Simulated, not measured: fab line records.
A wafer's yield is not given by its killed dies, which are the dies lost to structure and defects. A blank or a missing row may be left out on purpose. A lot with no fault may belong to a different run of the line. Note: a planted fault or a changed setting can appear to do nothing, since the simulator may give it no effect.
Which tool did it?    flow rit_cmos    14 lots, 42 wafers sampled, at 2 steps of a route of 202

== WHAT THE GAUGES SHOWED, per wafer ==
RIT_ACTIVE_CD_MEAS_90 targets a cd of 1400 nm. Usual: cd_nm 1400.5 nm, standard deviation 2.4.
lot   measured     on         cd_nm (nm)            flag
L101  day 1 15:07  cd_sem-01  1398.4 1397.7 1396.8  
L102  day 1 20:25  cd_sem-01  1399.2 1399.4 1399.8  
L103  day 2 01:05  cd_sem-02  1399.4 1397.7 1399.5  
L104  day 2 06:02  cd_sem-01  1400.1 1401.1 1399.2  
L105  day 2 11:32  cd_sem-02  - - -                 OFF
L106  day 2 16:44  cd_sem-01  - - -                 OFF
L108  day 3 02:11  cd_sem-01  1400.5 1400.1 1401.1  
L111  day 3 17:08  cd_sem-01  1403.9 1403.1 1406.8  
L116  day 4 18:10  cd_sem-02  1398.4 1399.5 1400.4  
L117  day 4 23:05  cd_sem-02  1404.1 1401.1 1401.4  
L118  day 5 04:25  cd_sem-01  1402.1 1401.6 1401.8  
L119  day 5 09:45  cd_sem-01  1397.6 1398.2 1400.1  
L120  day 5 14:08  cd_sem-01  1398.9 1398.7 1401.4  
L123  day 6 05:14  cd_sem-02  1395.1 1397.9 1399.7  

== WHAT TOOL EACH LOT RAN ON (gives the tool, then ch and the chambers of the sampled wafers, and finally the start) ==
lot   RIT_ACTIVE_CVD_03
L101  lpcvd-02 ch 1, day 1 12:11
L102  lpcvd-02 ch 1, day 1 17:20
L103  lpcvd-01 ch 0, day 1 22:10
L104  lpcvd-01 ch 1, day 2 03:07
L105  lpcvd-01 ch 1, day 2 08:30
L106  lpcvd-02 ch 0, day 2 13:07
L108  lpcvd-02 ch 0, day 2 23:07
L111  lpcvd-02 ch 1, day 3 14:07
L116  lpcvd-02 ch 1, day 4 15:07
L117  lpcvd-02 ch 0, day 4 20:07
L118  lpcvd-01 ch 0, day 5 01:07
L119  lpcvd-02 ch 0, day 5 06:07
L120  lpcvd-01 ch 0, day 5 11:07
L123  lpcvd-02 ch 1, day 6 02:07
- RIT_ACTIVE_CVD_03: deposits Si3N4 from SiH2Cl2/NH3, target thk 150 nm, time 1500 s.

== AS READ BY THE TOOLS THEMSELVES (means over the sampled wafers that have a number; for cases with no such wafer, the mark the record gives instead) ==
RIT_ACTIVE_CVD_03. Usual: nh3_flow_sccm 150.0 sccm, standard deviation 0.52; pressure_mtorr 300.0 mTorr, standard deviation 0.69; spike_tc_centre_C 813.0 C, standard deviation 1.4; spike_tc_load_C 834.6 C, standard deviation 1.6.
lot   tool      nh3_flow_sccm (sccm)  pressure_mtorr (mTorr)  spike_tc_centre_C (C)  spike_tc_load_C (C)  flag
L101  lpcvd-02  149.6                 301.0                   811.2                  835.0                
L102  lpcvd-02  150.3                 300.3                   812.6                  835.4                
L103  lpcvd-01  150.2                 300.3                   812.7                  835.3                
L104  lpcvd-01  150.2                 298.9                   811.4                  830.4                
L105  lpcvd-01  -                     -                       -                      -                    OFF
L106  lpcvd-02  -                     -                       -                      -                    OFF
L108  lpcvd-02  150.4                 300.8                   814.4                  835.0                
L111  lpcvd-02  149.2                 300.3                   812.3                  835.5                
L116  lpcvd-02  149.7                 299.3                   813.2                  834.9                
L117  lpcvd-02  149.5                 300.3                   815.3                  835.7                
L118  lpcvd-01  149.6                 300.5                   813.5                  835.1                
L119  lpcvd-02  150.4                 300.1                   814.3                  834.8                
L120  lpcvd-01  150.2                 299.7                   811.7                  835.2                
L123  lpcvd-02  149.3                 300.5                   812.6                  834.9                

== THE ANSWER, worked out from the rows above alone ==
Rule: lot off if the mean of its wafers having a number is beyond 3 standard deviations from the usual mean. A lot without any number at a reading at which 4 lots or more have one is off too. Any other lot the step has rows for is counted as sound. The gauges are gone through in route order, then the tools' own readings, and for those a lot's mean is taken as printed above. The first step at which some lot is off is used, and at that step the reading that is off furthest; a lot without a number counts as furthest.
Off: L105, L106, at RIT_ACTIVE_CD_MEAS_90 (cd_nm). Without a number there: L105, L106.
If a tool, at a process step before that reading, ran all the lots that are off and no sound lot after the first of them, it fits. Not tried: the gauges at RIT_ACTIVE_CD_MEAS_90; whatever is off there is also off at RIT_ACTIVE_CVD_03, on other tools, and gauge error can't account for it. Of those tried, none fits.

== WHAT HAD BEEN PUT IN BY THE SIMULATOR ==
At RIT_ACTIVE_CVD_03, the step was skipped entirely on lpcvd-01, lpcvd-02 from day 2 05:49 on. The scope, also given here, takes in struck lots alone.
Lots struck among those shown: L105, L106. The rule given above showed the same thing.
